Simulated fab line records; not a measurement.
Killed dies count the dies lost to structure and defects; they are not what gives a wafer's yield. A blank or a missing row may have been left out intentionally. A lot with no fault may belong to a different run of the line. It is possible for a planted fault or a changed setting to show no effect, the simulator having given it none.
Which tool did it? || flow rit_cmos || Sampling: 13 lots, 39 wafers, 3 of 202 route steps

## WHAT THE GAUGES SHOWED, per wafer
RIT_WELLDRIVE_RS_MEAS_01: a four-point-probe measurement.
{"lot": "L114", "measured": "day 2 05:08", "on": "film_metro-04", "NWELL_RS (ohm/sq)": "275.4 274.6 275.4"}
{"lot": "L115", "measured": "day 2 09:34", "on": "film_metro-03", "NWELL_RS (ohm/sq)": "274.3 274.5 274.5"}
{"lot": "L116", "measured": "day 2 13:39", "on": "film_metro-04", "NWELL_RS (ohm/sq)": "276.4 275.9 275.2"}
{"lot": "L117", "measured": "day 2 18:52", "on": "film_metro-04", "NWELL_RS (ohm/sq)": "275.4 275.5 274.7"}
{"lot": "L118", "measured": "day 3 00:14", "on": "film_metro-03", "NWELL_RS (ohm/sq)": "276.4 276.6 276.3"}
{"lot": "L120", "measured": "day 3 10:46", "on": "film_metro-04", "NWELL_RS (ohm/sq)": "275.7 274.2 275.9"}
{"lot": "L122", "measured": "day 3 19:35", "on": "film_metro-03", "NWELL_RS (ohm/sq)": "274.3 274.2 274.7"}
{"lot": "L123", "measured": "day 4 01:15", "on": "film_metro-04", "NWELL_RS (ohm/sq)": "275.3 275.0 275.0"}
{"lot": "L125", "measured": "day 4 12:35", "on": "film_metro-01", "NWELL_RS (ohm/sq)": "275.4 275.6 275.5"}
{"lot": "L127", "measured": "day 5 01:20", "on": "film_metro-04", "NWELL_RS (ohm/sq)": "300.5 301.3 300.2"}
{"lot": "L128", "measured": "day 5 03:47", "on": "film_metro-01", "NWELL_RS (ohm/sq)": "276.8 276.2 276.8"}
{"lot": "L131", "measured": "day 5 18:40", "on": "film_metro-04", "NWELL_RS (ohm/sq)": "275.2 275.6 276.9"}
{"lot": "L136", "measured": "day 6 18:20", "on": "film_metro-01", "NWELL_RS (ohm/sq)": "276.5 276.9 276.9"}

RIT_WELLDRIVE_RS_MEAS_02: a four-point-probe measurement.
{"lot": "L114", "measured": "day 2 05:16", "on": "film_metro-04", "PWELL_RS (ohm/sq)": "431.7 430.8 430.5"}
{"lot": "L115", "measured": "day 2 09:41", "on": "film_metro-03", "PWELL_RS (ohm/sq)": "430.0 429.7 429.1"}
{"lot": "L116", "measured": "day 2 13:46", "on": "film_metro-04", "PWELL_RS (ohm/sq)": "432.1 431.5 432.4"}
{"lot": "L117", "measured": "day 2 18:59", "on": "film_metro-04", "PWELL_RS (ohm/sq)": "431.1 432.6 431.9"}
{"lot": "L118", "measured": "day 3 00:21", "on": "film_metro-03", "PWELL_RS (ohm/sq)": "432.4 430.3 431.7"}
{"lot": "L120", "measured": "day 3 10:53", "on": "film_metro-04", "PWELL_RS (ohm/sq)": "430.4 431.5 430.2"}
{"lot": "L122", "measured": "day 3 19:42", "on": "film_metro-03", "PWELL_RS (ohm/sq)": "430.2 429.3 430.6"}
{"lot": "L123", "measured": "day 4 01:22", "on": "film_metro-04", "PWELL_RS (ohm/sq)": "429.5 429.6 428.5"}
{"lot": "L125", "measured": "day 4 12:42", "on": "film_metro-01", "PWELL_RS (ohm/sq)": "430.8 431.7 431.6"}
{"lot": "L127", "measured": "day 5 01:28", "on": "film_metro-04", "PWELL_RS (ohm/sq)": "457.3 456.7 457.5"}
{"lot": "L128", "measured": "day 5 03:54", "on": "film_metro-01", "PWELL_RS (ohm/sq)": "432.0 432.4 432.1"}
{"lot": "L131", "measured": "day 5 18:47", "on": "film_metro-04", "PWELL_RS (ohm/sq)": "432.4 430.7 431.9"}
{"lot": "L136", "measured": "day 6 18:27", "on": "film_metro-01", "PWELL_RS (ohm/sq)": "431.6 429.7 431.1"}

## EACH LOT AND THE TOOL THAT RAN IT (in order: tool; ch and the chambers of the sampled wafers; start)
{"lot": "L114", "RIT_WELLDRIVE_ANNEAL_00": "furnace-04 ch 0, day 2 00:01"}
{"lot": "L115", "RIT_WELLDRIVE_ANNEAL_00": "furnace-01 ch 0, day 2 04:29"}
{"lot": "L116", "RIT_WELLDRIVE_ANNEAL_00": "furnace-02 ch 0, day 2 08:32"}
{"lot": "L117", "RIT_WELLDRIVE_ANNEAL_00": "furnace-04 ch 0, day 2 13:47"}
{"lot": "L118", "RIT_WELLDRIVE_ANNEAL_00": "furnace-04 ch 0, day 2 19:07"}
{"lot": "L120", "RIT_WELLDRIVE_ANNEAL_00": "furnace-01 ch 0, day 3 05:40"}
{"lot": "L122", "RIT_WELLDRIVE_ANNEAL_00": "furnace-02 ch 0, day 3 14:30"}
{"lot": "L123", "RIT_WELLDRIVE_ANNEAL_00": "furnace-02 ch 0, day 3 20:10"}
{"lot": "L125", "RIT_WELLDRIVE_ANNEAL_00": "furnace-01 ch 0, day 4 07:29"}
{"lot": "L127", "RIT_WELLDRIVE_ANNEAL_00": "furnace-01 ch 0, day 4 20:14"}
{"lot": "L128", "RIT_WELLDRIVE_ANNEAL_00": "furnace-02 ch 0, day 4 22:40"}
{"lot": "L131", "RIT_WELLDRIVE_ANNEAL_00": "furnace-02 ch 0, day 5 13:32"}
{"lot": "L136", "RIT_WELLDRIVE_ANNEAL_00": "furnace-04 ch 0, day 6 13:14"}
- RIT_WELLDRIVE_ANNEAL_00: time 14700 s.

## AS READ BY THE TOOLS THEMSELVES (means over the sampled wafers that have a number; for cases with no such wafer, the mark the record gives instead)
RIT_WELLDRIVE_ANNEAL_00.
{"lot": "L114", "tool": "furnace-04", "run_length_s (s)": 18275, "spike_tc_source_C (C)": 1127, "tube_center_temp_C (C)": 1100}
{"lot": "L115", "tool": "furnace-01", "run_length_s (s)": 18272, "spike_tc_source_C (C)": 1125, "tube_center_temp_C (C)": 1100}
{"lot": "L116", "tool": "furnace-02", "run_length_s (s)": 18268, "spike_tc_source_C (C)": 1120, "tube_center_temp_C (C)": 1100}
{"lot": "L117", "tool": "furnace-04", "run_length_s (s)": 18273, "spike_tc_source_C (C)": 1128, "tube_center_temp_C (C)": 1100}
{"lot": "L118", "tool": "furnace-04", "run_length_s (s)": 18275, "spike_tc_source_C (C)": 1127, "tube_center_temp_C (C)": 1100}
{"lot": "L120", "tool": "furnace-01", "run_length_s (s)": 18275, "spike_tc_source_C (C)": 1126, "tube_center_temp_C (C)": 1100}
{"lot": "L122", "tool": "furnace-02", "run_length_s (s)": 18277, "spike_tc_source_C (C)": 1120, "tube_center_temp_C (C)": 1100}
{"lot": "L123", "tool": "furnace-02", "run_length_s (s)": 18270, "spike_tc_source_C (C)": 1120, "tube_center_temp_C (C)": 1100}
{"lot": "L125", "tool": "furnace-01", "run_length_s (s)": 18273, "spike_tc_source_C (C)": 1125, "tube_center_temp_C (C)": 1100}
{"lot": "L127", "tool": "furnace-01", "run_length_s (s)": 12395, "spike_tc_source_C (C)": 1127, "tube_center_temp_C (C)": 1100}
{"lot": "L128", "tool": "furnace-02", "run_length_s (s)": 18269, "spike_tc_source_C (C)": 1120, "tube_center_temp_C (C)": 1100}
{"lot": "L131", "tool": "furnace-02", "run_length_s (s)": 18274, "spike_tc_source_C (C)": 1119, "tube_center_temp_C (C)": 1100}
{"lot": "L136", "tool": "furnace-04", "run_length_s (s)": 18271, "spike_tc_source_C (C)": 1128, "tube_center_temp_C (C)": 1100}

## THE ANSWER, worked out from the rows above alone
Rule: what is usual is taken from the lots themselves. The widest of any qualifying gaps counts: lots, ordered by their means at a reading, are off when they make up no more than a third of the lots, leave a main group of 4 or more, and stand apart from it by 3 or more times the standard deviation of that group's means. If all means in a main group match to the digits the tables above print for the reading, that group is not used. Also off: a lot with no number at a reading for which 4 or more lots have one. Where the step has rows for the other lots, those lots are counted as sound. Order of review: gauges by route order, followed by the tools' own readings, for which a lot's mean as printed above is used. The first step at which some lot is off is used, and at that step the reading that is off furthest; a lot without a number counts as furthest.
Off: at RIT_WELLDRIVE_RS_MEAS_01 (NWELL_RS), L127. For the main group the mean is 275.5 ohm/sq and the standard deviation 0.75.
A tool fits if, at a process step before that reading, it ran every lot that is off, and no sound lot after the first of them. Not tried: the gauges at RIT_WELLDRIVE_RS_MEAS_01; whatever is off there is also off at RIT_WELLDRIVE_ANNEAL_00, on other tools, and gauge error can't account for it. One fits: RIT_WELLDRIVE_ANNEAL_00 on furnace-01. A fault onset in the window from L125 (day 4 07:29, its last sound lot) to L127 (day 4 20:14, its first lot off) fits.
The tool's own readings at RIT_WELLDRIVE_ANNEAL_00 bear it out: on the lots that are off they differ by more than 5 times the standard deviation of the sound lots' means. run_length_s reads 12395 s there against 18273 s on the sound lots.

## WHAT THE SIMULATOR HAD PUT IN
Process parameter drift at RIT_WELLDRIVE_ANNEAL_00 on furnace-01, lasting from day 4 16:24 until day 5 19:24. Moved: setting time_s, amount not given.
Struck lots among those shown: L127. The rule above found the same.
